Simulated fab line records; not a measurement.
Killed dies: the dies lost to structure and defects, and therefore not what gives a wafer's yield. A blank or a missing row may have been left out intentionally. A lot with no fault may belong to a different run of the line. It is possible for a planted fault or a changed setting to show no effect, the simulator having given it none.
A lot that was struck, set against a sound lot | flow rit_cmos | 11 out of 202 route steps
Sound: wafers L779.1, L779.4, L779.5. Wafers L794.2, L794.4, L794.5 were the ones struck. The cause is named last.
Each step with rows lists, per side, the tool, then ch with its chambers, then its first start. Under that, the readings that differ: sound wafers | struck wafers | difference of the means | sigmas: that difference in standard deviations of wafers without a fault.
alike: a reading whose means differ by less than 2 such deviations, as well as words and numbers matching on both sides. not compared: withheld readings; readings where some wafer has no value; bounds like >300 that might hide an equal value; numbers whose values overlap and for which the record gives no deviation.
Wherever a step has rows on one side only, a row that says differs or no value, or a row with sigmas, the two part there. Non-overlapping numbers with no deviation appear without sigmas and do not part them. A reading that every wafer of one side lacks parts them only if that side has two wafers or more.

RIT_ACTIVE_BOW_MEAS_00:
  sound on film_metro-01 at day 2 06:00; struck on film_metro-03 at day 5 09:01
  alike: INCOMING_BOW
then, 1 step without rows for these wafers: RIT_ACTIVE_OXIDATION_01 (target thk 46.8 nm, ox time 3360 s).
RIT_ACTIVE_THK_MEAS_02:
  sound on film_metro-01 at day 2 10:09; struck on film_metro-01 at day 5 11:04
  alike: ACTIVE_OXIDE_THK
then, 1 step without rows for these wafers: RIT_ACTIVE_CVD_03 (deposits Si3N4 from SiH2Cl2/NH3, target thk 150 nm, time 1500 s).
RIT_ACTIVE_THK_MEAS_04:
  sound on film_metro-03 at day 2 11:38; struck on film_metro-01 at day 5 12:32
  alike: ACTIVE_NITRIDE_THK
then, 4 steps without rows for these wafers: RIT_ACTIVE_HMDS_05 (prime time 60 s); RIT_ACTIVE_COAT_06 (resist thk 1000 nm); RIT_ACTIVE_SOFTBAKE_07 (time 60 s); RIT_ACTIVE_EXPOSE_08 (exposes mask M1, target cd 1400 nm).
RIT_ACTIVE_PEB_09:
  sound on litho_track-01 ch 0, day 2 12:23; struck on litho_track-04, day 5 13:11
  reading         | sound          | struck | difference                    | sigmas
  exhaust_pa (Pa) | 45.3 45.7 45.2 | - - -  | no value on the struck wafers |
  not compared: chill_plate_temp_C
then, 1 step without rows for these wafers: RIT_ACTIVE_DEVELOP_10 (develop time 50 s).

## WHERE THEY PART
Within this record, at RIT_ACTIVE_PEB_09 only.

WHY: the cause the simulator had injected
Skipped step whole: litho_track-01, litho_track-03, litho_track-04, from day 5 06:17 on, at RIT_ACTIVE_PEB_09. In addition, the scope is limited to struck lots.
